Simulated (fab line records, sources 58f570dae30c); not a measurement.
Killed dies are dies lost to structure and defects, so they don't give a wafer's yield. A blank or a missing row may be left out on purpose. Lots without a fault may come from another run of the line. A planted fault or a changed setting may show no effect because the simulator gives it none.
A struck lot beside a sound one | flow berkeley_cmos170 | 15 steps out of a route of 331
Sound: wafers L730.2, L730.4, L730.5. Struck: wafers L747.1, L747.3, L747.5. The cause comes at the end.
At each step with rows: each side's tool, then ch and its chambers, then its first start. Under that, the readings that differ: sound wafers | struck wafers | difference of the means | sigmas: that difference in standard deviations of wafers without a fault.
alike: readings whose means differ by less than 2 such deviations, and words and numbers that are the same on both sides. not compared: withheld readings, readings that some wafer has no value for, bounds like >300 that may hide the same value, and numbers for which the record gives no deviation and whose values overlap.
The two part at a step that has a row with sigmas, a row that says differs or no value, or rows on one side only. Numbers that don't overlap but have no deviation are shown without sigmas and don't part them. A reading that every wafer of one side lacks parts them only if that side has two wafers or more.

UCB170_NVT_TW_MEAS_09:
  sound on film_metro-03, day 5 13:33; struck on film_metro-03, day 9 17:41
  alike: NVT_TW
then, 7 steps without rows for these wafers: UCB170_NVT_CLEAN_10 (cleans in SPM, time 600 s); UCB170_PVT_HMDS_00 (prime time 60 s); UCB170_PVT_COAT_01 (resist thk 900 nm); UCB170_PVT_SOFTBAKE_02 (time 60 s); UCB170_PVT_EXPOSE_03 (exposes mask NWELL, target cd 3000 nm); UCB170_PVT_PEB_04; UCB170_PVT_DEVELOP_05 (develop time 45 s).
UCB170_PVT_OVL_MEAS_06:
  sound on overlay-02, day 5 16:00; struck on overlay-01, day 9 19:08
  alike: PVT_OVL
then, 1 step without rows for these wafers: UCB170_PVT_IMPLANT_07.
UCB170_PVT_STRIP_08: strips in O2.
  sound on plasma_asher-01 ch 1, day 5 16:11; struck on plasma_asher-03 ch 0,1, day 9 19:19
  alike: drypump_motor_current_A, oes_product_au, strip_time_to_endpoint_s
  not compared: rf_hours_counter_h
UCB170_PVT_TW_MEAS_09:
  sound on film_metro-02, day 5 16:17; struck on film_metro-01, day 9 19:25
  alike: PVT_TW
UCB170_GATE_WET_ETCH_00: etches SiO2 in dHF, time 200 s.
  sound on wet_bench-04 ch 2, day 5 16:28; struck on wet_bench-03 ch 3, day 9 19:29
  no value came back on the struck wafers for bath_heat_duty_pct (%), run_length_s (s); on the sound wafers bath_heat_duty_pct (%) reads 5.7 6.5 6.1
  reading                                         | sound | struck            | difference | sigmas
  model.SiO2_of_SCREENOX_OXIDATION_01.thk_nm (nm) | 0 0 0 | 14.99 14.79 14.72 | +14.83     |
UCB170_FIELD_THK_MEAS_91:
  sound on film_metro-02, day 5 16:32; struck on film_metro-02, day 9 19:33
  reading                     | sound       | struck      | difference | sigmas
  FIELD_OXIDE_LEFT_2_THK (nm) | 358 351 353 | 397 405 406 | +49        | +4
then, 1 step without rows for these wafers: UCB170_GATE_OXIDATION_01 (target thk 6.6 nm, ox time 1800 s).

WHERE THEY PART
First at UCB170_GATE_WET_ETCH_00; last, within this record, at UCB170_FIELD_THK_MEAS_91.

WHY: what the simulator had put in
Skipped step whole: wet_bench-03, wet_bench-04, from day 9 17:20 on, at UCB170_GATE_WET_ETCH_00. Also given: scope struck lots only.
